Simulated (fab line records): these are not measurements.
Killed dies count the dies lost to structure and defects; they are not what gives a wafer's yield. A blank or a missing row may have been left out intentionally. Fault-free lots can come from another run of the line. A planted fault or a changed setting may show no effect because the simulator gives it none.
Split-lot trial -- flow berkeley cmos170 -- 5 lots, 23 wafers read, on a route of 331 steps

== ON THE SPLIT ==
At UCB170_M3_SPUTTER_01 (material Al, target thk 900 nm, time 120 s), the setting power w was moved away from the recipe's 6000 W on 8 of the 23 wafers read, by -11.6% to -8.2%. For the rest of the wafers, this setting stayed at what the recipe calls for.

== SPLIT TO READING: what lies between them in the file, 1 step ==
- UCB170_M3_RS_MEAS_02: measures by four-point-probe

== THE READING ==
M3_AL_THK, in nm, at UCB170_M3_THK_MEAS_03 (measures by xrf). Typical for fault-free wafers on this fab line: 894 nm, with standard deviation 9.7 nm.

wafer,"tool, chamber at the split","power w as run, W",against the recipe,"M3_AL_THK, nm",against lot-mates on the recipe
L074.1,"pvd sputter-03, -",5305,-11.6%,790,-107
L074.3,"pvd sputter-03, -",6000,recipe,895,-
L074.4,"pvd sputter-03, -",6000,recipe,898,-
L074.5,"pvd sputter-03, -",5305,-11.6%,787,-110
L074.6,"pvd sputter-03, -",6000,recipe,899,-
L076.1,"pvd sputter-03, -",5506,-8.2%,820,-75
L076.2,"pvd sputter-03, -",6000,recipe,898,-
L076.4,"pvd sputter-03, -",5506,-8.2%,816,-79
L076.5,"pvd sputter-03, -",6000,recipe,892,-
L076.6,"pvd sputter-03, -",5506,-8.2%,817,-78
L077.1,"pvd sputter-03, -",6000,recipe,890,-
L077.3,"pvd sputter-03, -",6000,recipe,904,-
L077.4,"pvd sputter-03, -",5448,-9.2%,815,-82
L077.5,"pvd sputter-03, -",5448,-9.2%,816,-81
L077.6,"pvd sputter-03, -",5448,-9.2%,814,-83
L085.1,"pvd sputter-03, -",6000,recipe,914,-
L085.4,"pvd sputter-03, -",6000,recipe,893,-
L085.5,"pvd sputter-03, -",6000,recipe,916,-
L080.1,"pvd sputter-04, -",6000,recipe,906,-
L080.2,"pvd sputter-04, -",6000,recipe,893,-
L080.4,"pvd sputter-04, -",6000,recipe,890,-
L080.5,"pvd sputter-04, -",6000,recipe,907,-
L080.6,"pvd sputter-04, -",6000,recipe,898,-

FIT RESULTS
A straight line over all 23 wafers: M3_AL_THK changes by +9.54 nm for each +1% of power w; r = +0.99; the points scatter about the line by 7 nm.
The same after taking each lot's own level away (the mean of its wafers on the recipe; 23 wafers): +9.23 nm for each +1%; r = +0.99; scatter 5.9 nm.
Per that fit: largest power w move, reading shift of 1.1e+02 nm.
Measured against the standard deviation above, the lots' own levels, which go from 895.0 to 907.7 nm, span 1.3 times it.
Hence the lot-to-lot level has little effect on the slope; both slopes agree.
Check: with one of the wafers moved furthest among these (-11.6%) left out of the fit, the line predicts -107 nm for it against its lot-mates. Against them it came out at -107 nm.

== OTHER SPLITS APPLIED TO THESE WAFERS ==
Other splits were also applied to these wafers ahead of the reading. Each is held against what the fit with the lots' levels taken away leaves over:
other split on the same wafers,wafers away from the commonest value,r with M3_AL_THK (lot level and that fit taken away)
UCB170_SDANNEAL_RTA_01 time s,6,+0.11
UCB170_M1_METAL_ETCH_12 time s,7,+0.16
UCB170_V1_CVD_00 time s,10,-0.08
UCB170_V1_PEB_10 peb temp c,4,+0.17
UCB170_V2_EXPOSE_09 dose mj,8,-0.05

== THE WHOLE CHAIN: every reading that the file lists as answering this split, in the file's order ==
step,what it does,reading,change (the file's fit),r (the file's)
UCB170_M3_SPUTTER_01,"material Al, target thk 900 nm, time 120 s","Al_of_M3_SPUTTER_01.thk nm (the simulator's own value, which no gauge read)",+9.25 nm for each +1% of the setting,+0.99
UCB170_M3_RS_MEAS_02,measures by four-point-probe,M3_AL_RS,-0.000376 for each +1% of the setting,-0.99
UCB170_M3_THK_MEAS_03,measures by xrf,M3_AL_THK,+9.28 for each +1% of the setting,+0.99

== FILE'S OWN FIT ==
M3_AL_THK changes by +9.28 nm for each +1% of power w, r = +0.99.
